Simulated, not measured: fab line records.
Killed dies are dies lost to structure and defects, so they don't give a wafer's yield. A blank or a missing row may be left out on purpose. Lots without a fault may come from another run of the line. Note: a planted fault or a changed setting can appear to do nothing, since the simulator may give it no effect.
Which tool did it? / flow rit_cmos / 7 lots, 21 wafers sampled, at 2 steps of a route of 202

== WHAT EACH GAUGE READ, for each wafer ==
RIT_SDANNEAL_RS_MEAS_04: uses a four-point probe to measure.
lot=L379; measured=day 3 07:03; on=film_metro-03; PSD_RS (ohm/sq)=116.4 116.2 116.4
lot=L382; measured=day 3 23:58; on=film_metro-02; PSD_RS (ohm/sq)=115.6 115.8 115.8
lot=L384; measured=day 4 12:22; on=film_metro-02; PSD_RS (ohm/sq)=115.4 115.7 115.3
lot=L387; measured=day 5 04:39; on=film_metro-02; PSD_RS (ohm/sq)=115.5 115.7 115.7
lot=L392; measured=day 6 05:06; on=film_metro-04; PSD_RS (ohm/sq)=121.8 120.8 121.3 121.8 120.9 121.3
lot=L396; measured=day 7 06:11; on=film_metro-04; PSD_RS (ohm/sq)=121.4 121.0 121.0 121.1 121.1 120.9
lot=L399; measured=day 7 13:43; on=film_metro-03; PSD_RS (ohm/sq)=116.5 116.3 116.7

== WHICH TOOL RAN EACH LOT (tool, then ch and the chambers of the sampled wafers, then the start) ==
lot=L379; RIT_SDANNEAL_RTA_03=rtp_anneal-01 ch 0, day 3 06:58
lot=L382; RIT_SDANNEAL_RTA_03=rtp_anneal-02 ch 0, day 3 23:55
lot=L384; RIT_SDANNEAL_RTA_03=rtp_anneal-02 ch 0, day 4 12:15
lot=L387; RIT_SDANNEAL_RTA_03=rtp_anneal-01 ch 0, day 5 04:35
lot=L392; RIT_SDANNEAL_RTA_03=rtp_anneal-02 ch 0, day 6 05:02
lot=L396; RIT_SDANNEAL_RTA_03=rtp_anneal-02 ch 0, day 7 06:08
lot=L399; RIT_SDANNEAL_RTA_03=rtp_anneal-01 ch 0, day 7 13:40
- RIT_SDANNEAL_RTA_03: time 5 s.

== THE ANSWER, worked out from the rows above alone ==
Rule: usual is defined by the lots themselves. Put in order of their means at a reading, lots are off if they are a third of the lots or fewer, leave a main group of 4 or more, and stand apart from it by a gap of 3 or more times the standard deviation of the main group's means; of several such gaps the widest counts. A main group is skipped when, at the precision printed for the reading in the tables above, its means are all equal. A lot without any number at a reading at which 4 lots or more have one is off too. The other lots that the step has rows for count as sound.
Off: L392, L396, seen at RIT_SDANNEAL_RS_MEAS_04 (PSD_RS). The main group: mean 115.9 ohm/sq, standard deviation 0.41.
A tool fits if, at a process step before that reading, it ran every lot that is off, and no sound lot after the first of them. Those tools and the gauges at RIT_SDANNEAL_RS_MEAS_04 are tried in the same way. Can't be told from this: 2 tools fit, rtp_anneal-02 at RIT_SDANNEAL_RTA_03, film_metro-04 at RIT_SDANNEAL_RS_MEAS_04.

== WHAT THE SIMULATOR HAD PUT IN ==
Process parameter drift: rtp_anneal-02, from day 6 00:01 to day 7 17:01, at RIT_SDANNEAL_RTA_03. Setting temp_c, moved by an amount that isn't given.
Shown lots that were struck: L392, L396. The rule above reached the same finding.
